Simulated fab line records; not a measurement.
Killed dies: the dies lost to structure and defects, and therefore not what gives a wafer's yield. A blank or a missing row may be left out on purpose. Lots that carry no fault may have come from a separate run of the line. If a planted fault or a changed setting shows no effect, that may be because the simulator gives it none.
Lot-split experiment    flow berkeleyCmos170    23 wafers read from 5 lots, route of 331 steps

## ABOUT THE SPLIT
At UCB170_NWELL_COAT_07 (resist thk 900 nm), the setting resistThkNm was moved away from the recipe's 900 nm on 11 of the 23 wafers read, by -2.2% to +5.8%. This setting was run at the recipe's value on the other wafers.

## FROM THE SPLIT TO THE READING: what the file shows between them, 3 steps
- UCB170_NWELL_SOFTBAKE_08: time 60 s
- UCB170_NWELL_EXPOSE_09: exposes mask NWELL, target cd 3000 nm
- UCB170_NWELL_DEVELOP_11: develop time 45 s

## THE READING
KrF_of_NWELL_COAT_07.thkNm (the simulator's own value, which no gauge read), in nm, at UCB170_NWELL_ETCH_13 (etches Si3N4 in CH3F/Ar/O2, stops on SiO2, target depth 246.4 nm, time 154 s). No usual value for it is given in the file. Average 721.6 nm, standard deviation 3.3 nm, over the 12 wafers here run with the recipe.

wafer   tool, chamber at the split  resistThkNm as run, nm  against the recipe  KrF_of_NWELL_COAT_07.thkNm, nm  against lot-mates on the recipe
L076.2  lithoTrack-01, 0            879.9                   -2.2%               703.7                           -16.3
L076.3  lithoTrack-01, 0            900                     recipe              721.9                           -
L076.4  lithoTrack-01, 0            879.9                   -2.2%               704.4                           -15.6
L076.5  lithoTrack-01, 0            900                     recipe              718.2                           -
L076.6  lithoTrack-01, 0            879.9                   -2.2%               702.7                           -17.3
L077.1  lithoTrack-02, 0            946.2                   +5.1%               763.1                           +45.8
L077.2  lithoTrack-02, 0            946.2                   +5.1%               764.4                           +47.1
L077.3  lithoTrack-02, 0            946.2                   +5.1%               769.8                           +52.5
L077.4  lithoTrack-02, 0            900                     recipe              716.3                           -
L077.6  lithoTrack-02, 0            900                     recipe              718.3                           -
L080.3  lithoTrack-03, 0            900                     recipe              722.9                           -
L080.4  lithoTrack-03, 0            900                     recipe              722.8                           -
L080.5  lithoTrack-03, 0            900                     recipe              724.6                           -
L079.1  lithoTrack-03, 0            900                     recipe              720.6                           -
L079.3  lithoTrack-03, 0            937.4                   +4.2%               762.7                           +39.9
L079.4  lithoTrack-03, 0            937.4                   +4.2%               760                             +37.2
L079.5  lithoTrack-03, 0            900                     recipe              725                             -
L079.6  lithoTrack-03, 0            937.4                   +4.2%               760.3                           +37.5
L085.1  lithoTrack-02, 0            900                     recipe              723.3                           -
L085.2  lithoTrack-02, 0            952.3                   +5.8%               778                             +55.1
L085.4  lithoTrack-02, 0            900                     recipe              717.7                           -
L085.5  lithoTrack-02, 0            900                     recipe              727.7                           -
L085.6  lithoTrack-02, 0            952.3                   +5.8%               776.8                           +53.9

FIT RESULTS
A straight line over all 23 wafers: KrF_of_NWELL_COAT_07.thkNm changes by +9.01 nm for each +1% of resistThkNm; r = +0.99; the points scatter about the line by 3.2 nm.
The same after taking each lot's own level away (the mean of its wafers on the recipe; 23 wafers): +9.07 nm for each +1%; r = +0.99; scatter 2.6 nm.
The reading moves by 53 nm for the largest change in resistThkNm, on that fit.
The span of the lots' own levels, 717.30 to 723.43 nm, comes to 1.9 times the standard deviation stated above.
The two slopes are in agreement: the lot-to-lot level therefore moves the slope only a little.
Check: +53.4 nm against its lot-mates is what the line predicts for one of the wafers moved furthest among these (+5.8%) when that wafer is left out of the fit. It came out at +55.1 nm against them.

## THE WHOLE CHAIN: every reading that the file lists as answering this split, in the file's order
step                   what it does                                                                  reading                                                                      change (the file's fit)               r (the file's)
UCB170_NWELL_COAT_07   resist thk 900 nm                                                             KrF_of_NWELL_COAT_07.thkNm (the simulator's own value, which no gauge read)  +9.01 nm for each +1% of the setting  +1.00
UCB170_NWELL_ETCH_13   etches Si3N4 in CH3F/Ar/O2, stops on SiO2, target depth 246.4 nm, time 154 s  KrF_of_NWELL_COAT_07.thkNm (the simulator's own value, which no gauge read)  +9.24 nm for each +1% of the setting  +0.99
UCB170_NWELL_STRIP_15  strips in O2                                                                  stripTimeToEndpointS                                                         withheld for each +1% of the setting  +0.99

## THE FILE'S OWN FIT
KrF_of_NWELL_COAT_07.thkNm changes by +9.24 nm for each +1% of resistThkNm, r = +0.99.
